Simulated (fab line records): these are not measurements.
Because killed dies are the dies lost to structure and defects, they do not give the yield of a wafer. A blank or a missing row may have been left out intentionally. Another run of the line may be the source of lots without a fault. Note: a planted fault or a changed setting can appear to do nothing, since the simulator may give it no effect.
Split-lot study -- flow ritCmos -- route with 202 steps; 5 lots, 23 wafers read

## SPLIT DETAILS
At RIT_NRETRO_COAT_01 (resist thk 1300 nm), the setting resistThkNm was moved away from the recipe's 1300 nm on 5 of the 23 wafers read, by -5.8% to -3.2%. For the rest of the wafers, this setting stayed at what the recipe calls for.

## FROM THE SPLIT TO THE READING: what the file shows between them, 3 steps
- RIT_NRETRO_SOFTBAKE_02: time 60 s
- RIT_NRETRO_EXPOSE_03: exposes mask M4, target cd 43900 nm
- RIT_NRETRO_DEVELOP_05: develop time 68 s

## THE READING
NOVOLAK_of_NRETRO_COAT_01.thkNm (the simulator's own value, which no gauge read), in nm, at RIT_NRETRO_HARDBAKE_07 (time 120 s). The file does not state a usual value for it. The 18 wafers here that ran the recipe average 1134 nm, standard deviation 3.7 nm.

wafer,"tool, chamber at the split","resistThkNm as run, nm",against the recipe,"NOVOLAK_of_NRETRO_COAT_01.thkNm, nm",against lot-mates on the recipe
L075.1,"lithoTrack-03, 0",1300,recipe,1135,-
L075.2,"lithoTrack-03, 0",1300,recipe,1131,-
L075.3,"lithoTrack-03, 0",1300,recipe,1134,-
L075.4,"lithoTrack-03, 0",1300,recipe,1134,-
L075.6,"lithoTrack-03, 0",1300,recipe,1139,-
L076.1,"lithoTrack-04, 0",1300,recipe,1135,-
L076.5,"lithoTrack-04, 0",1300,recipe,1135,-
L076.2,"lithoTrack-04, 0",1225,-5.8%,1070,-64
L076.4,"lithoTrack-04, 0",1225,-5.8%,1067,-67
L076.6,"lithoTrack-04, 0",1300,recipe,1131,-
L081.1,"lithoTrack-03, 0",1300,recipe,1132,-
L081.2,"lithoTrack-03, 0",1300,recipe,1126,-
L081.3,"lithoTrack-03, 0",1300,recipe,1131,-
L081.4,"lithoTrack-03, 0",1300,recipe,1129,-
L081.6,"lithoTrack-03, 0",1300,recipe,1129,-
L083.1,"lithoTrack-04, 0",1300,recipe,1140,-
L083.3,"lithoTrack-04, 0",1259,-3.2%,1103,-36
L083.5,"lithoTrack-04, 0",1259,-3.2%,1103,-36
L083.4,"lithoTrack-04, 0",1259,-3.2%,1105,-34
L083.6,"lithoTrack-04, 0",1300,recipe,1139,-
L085.1,"lithoTrack-03, 0",1300,recipe,1136,-
L085.2,"lithoTrack-03, 0",1300,recipe,1136,-
L085.5,"lithoTrack-03, 0",1300,recipe,1133,-

FIT RESULTS
A straight line over all 23 wafers: NOVOLAK_of_NRETRO_COAT_01.thkNm changes by +10.8 nm for each +1% of resistThkNm; r = +0.98; the points scatter about the line by 3.9 nm.
The same after taking each lot's own level away (the mean of its wafers on the recipe; 23 wafers): +11.3 nm for each +1%; r = +1.00; scatter 1.9 nm.
According to that fit, moving resistThkNm by its largest amount changes the reading by 65 nm.
From 1129.4 to 1139.5 nm: that is the span of the lots' own levels, equal to 2.8 times the standard deviation above.
The two slopes are in agreement: the lot-to-lot level therefore moves the slope only a little.
Check: with one of the wafers moved furthest among these (-5.8%) left out of the fit, the line predicts -66.1 nm for it against its lot-mates. It came out at -63.7 nm against them.

## FURTHER SPLITS ON THESE WAFERS
These wafers also went through other splits before the reading. Each is held against what the fit with the lots' levels taken away leaves over:
other split on the same wafers,wafers away from the commonest value,r with NOVOLAK_of_NRETRO_COAT_01.thkNm (lot level and that fit taken away)
RIT_ACTIVE_OXIDATION_01 oxTimeS,15,+0.01
RIT_ACTIVE_EXPOSE_08 doseMj,5,+0.23
RIT_ACTIVE_ETCH_13 rfW,12,-0.11
RIT_NWELL_COAT_01 resistThkNm,8,+0.31
RIT_NWELL_IMPLANT_08 energyKev,11,+0.02
RIT_PWELL_IMPLANT_08 energyKev,10,-0.15

## THE WHOLE CHAIN: every reading that the file lists as answering this split, in the file's order
step,what it does,reading,change (the file's fit),r (the file's)
RIT_NRETRO_COAT_01,resist thk 1300 nm,"NOVOLAK_of_NRETRO_COAT_01.thkNm (the simulator's own value, which no gauge read)",+13.2 nm for each +1% of the setting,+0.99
RIT_NRETRO_HARDBAKE_07,time 120 s,"NOVOLAK_of_NRETRO_COAT_01.thkNm (the simulator's own value, which no gauge read)",+11.3 nm for each +1% of the setting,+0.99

## THE FILE'S OWN FIT
NOVOLAK_of_NRETRO_COAT_01.thkNm changes by +11.3 nm for each +1% of resistThkNm, r = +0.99.
